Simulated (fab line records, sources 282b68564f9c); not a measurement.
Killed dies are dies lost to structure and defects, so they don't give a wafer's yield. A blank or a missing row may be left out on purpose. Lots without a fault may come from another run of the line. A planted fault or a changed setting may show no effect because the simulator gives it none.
Split-lot experiment | flow rit_cmos | 5 lots, 23 wafers read, on a route of 202 steps

THE SPLIT
At RIT_PLDD_COAT_01 (resist thk 1000 nm), the setting spin_rpm was moved away from the recipe's 3250 rpm on 9 of the 23 wafers read, by -5.7% to -2.3%. The other wafers ran this setting at the recipe's value.

The reading is taken at the split's own step.

THE READING
NOVOLAK_of_PLDD_COAT_01.thk_nm (the simulator's own value, which no gauge read), in nm, at RIT_PLDD_COAT_01 (resist thk 1000 nm). The file gives no usual value for it. The 14 wafers here that ran the recipe average 1000.5 nm, standard deviation 2.8 nm.

wafer  | tool, chamber at the split | spin_rpm as run, rpm | against the recipe | NOVOLAK_of_PLDD_COAT_01.thk_nm, nm | against lot-mates on the recipe
L075.4 | litho_track-04, 0          | 3250                 | recipe             | 1001                               | -
L075.5 | litho_track-04, 0          | 3250                 | recipe             | 1001                               | -
L075.6 | litho_track-04, 0          | 3250                 | recipe             | 1006                               | -
L078.1 | litho_track-01, 0          | 3250                 | recipe             | 997.7                              | -
L078.3 | litho_track-01, 0          | 3250                 | recipe             | 1002                               | -
L078.4 | litho_track-01, 0          | 3105                 | -4.5%              | 1025                               | +25.3
L078.5 | litho_track-01, 0          | 3105                 | -4.5%              | 1022                               | +22.3
L078.6 | litho_track-01, 0          | 3250                 | recipe             | 999.3                              | -
L081.1 | litho_track-02, 0          | 3174                 | -2.3%              | 1014                               | +11.3
L081.2 | litho_track-02, 0          | 3250                 | recipe             | 1002                               | -
L081.5 | litho_track-02, 0          | 3250                 | recipe             | 1002                               | -
L081.4 | litho_track-02, 0          | 3250                 | recipe             | 1004                               | -
L081.6 | litho_track-02, 0          | 3174                 | -2.3%              | 1015                               | +12.3
L083.1 | litho_track-02, 0          | 3250                 | recipe             | 1002                               | -
L083.2 | litho_track-02, 0          | 3250                 | recipe             | 1001                               | -
L083.3 | litho_track-02, 0          | 3118                 | -4.1%              | 1026                               | +24.5
L083.4 | litho_track-02, 0          | 3118                 | -4.1%              | 1023                               | +21.5
L083.6 | litho_track-02, 0          | 3118                 | -4.1%              | 1022                               | +20.5
L085.1 | litho_track-04, 0          | 3064                 | -5.7%              | 1030                               | +33.5
L085.2 | litho_track-04, 0          | 3064                 | -5.7%              | 1029                               | +32.5
L085.4 | litho_track-04, 0          | 3250                 | recipe             | 996.3                              | -
L085.5 | litho_track-04, 0          | 3250                 | recipe             | 997.7                              | -
L085.6 | litho_track-04, 0          | 3250                 | recipe             | 995.6                              | -

THE FIT
A straight line over all 23 wafers: NOVOLAK_of_PLDD_COAT_01.thk_nm changes by -5.29 nm for each +1% of spin_rpm; r = -0.98; the points scatter about the line by 2.6 nm.
The same after taking each lot's own level away (the mean of its wafers on the recipe; 23 wafers): -5.55 nm for each +1%; r = -0.99; scatter 1.6 nm.
On that fit, the largest move of spin_rpm shifts the reading by 32 nm.
The lots' own levels span 996.53 to 1002.67 nm, that is 2.2 times the standard deviation above.
So the lot-to-lot level changes the slope little: the two slopes agree.
Check: with one of the wafers moved furthest among these (-5.7%) left out of the fit, the line predicts +31.2 nm for it against its lot-mates. It came out at +33.5 nm against them.

OTHER SPLITS ON THESE WAFERS
These wafers also went through other splits before the reading. Each is held against what the fit with the lots' levels taken away leaves over:
other split on the same wafers    | wafers away from the commonest value | r with NOVOLAK_of_PLDD_COAT_01.thk_nm (lot level and that fit taken away)
RIT_ACTIVE_CVD_03 nh3_flow_sccm   | 15                                   | -0.05
RIT_ACTIVE_ETCH_13 over_etch_frac | 11                                   | -0.20
RIT_FOX2_OXIDATION_00 temp_c      | 18                                   | +0.05
RIT_NWELL_IMPLANT_08 energy_kev   | 8                                    | +0.25
RIT_PWELL_SOFTBAKE_02 temp_c      | 12                                   | +0.26
RIT_NRETRO_COAT_01 resist_thk_nm  | 8                                    | -0.05
RIT_NRETRO_SOFTBAKE_02 time_s     | 5                                    | +0.12
RIT_PRETRO_IMPLANT_08 tilt_deg    | 6                                    | -0.30
RIT_GATE_CLEAN_01 time_s          | 15                                   | -0.17
RIT_GATE_DEVELOP_15 dev_temp_c    | 8                                    | +0.27
RIT_REOX_OXIDATION_03 ox_time_s   | 10                                   | -0.07

THE FILE'S OWN FIT
NOVOLAK_of_PLDD_COAT_01.thk_nm changes by -5.56 nm for each +1% of spin_rpm, r = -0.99.
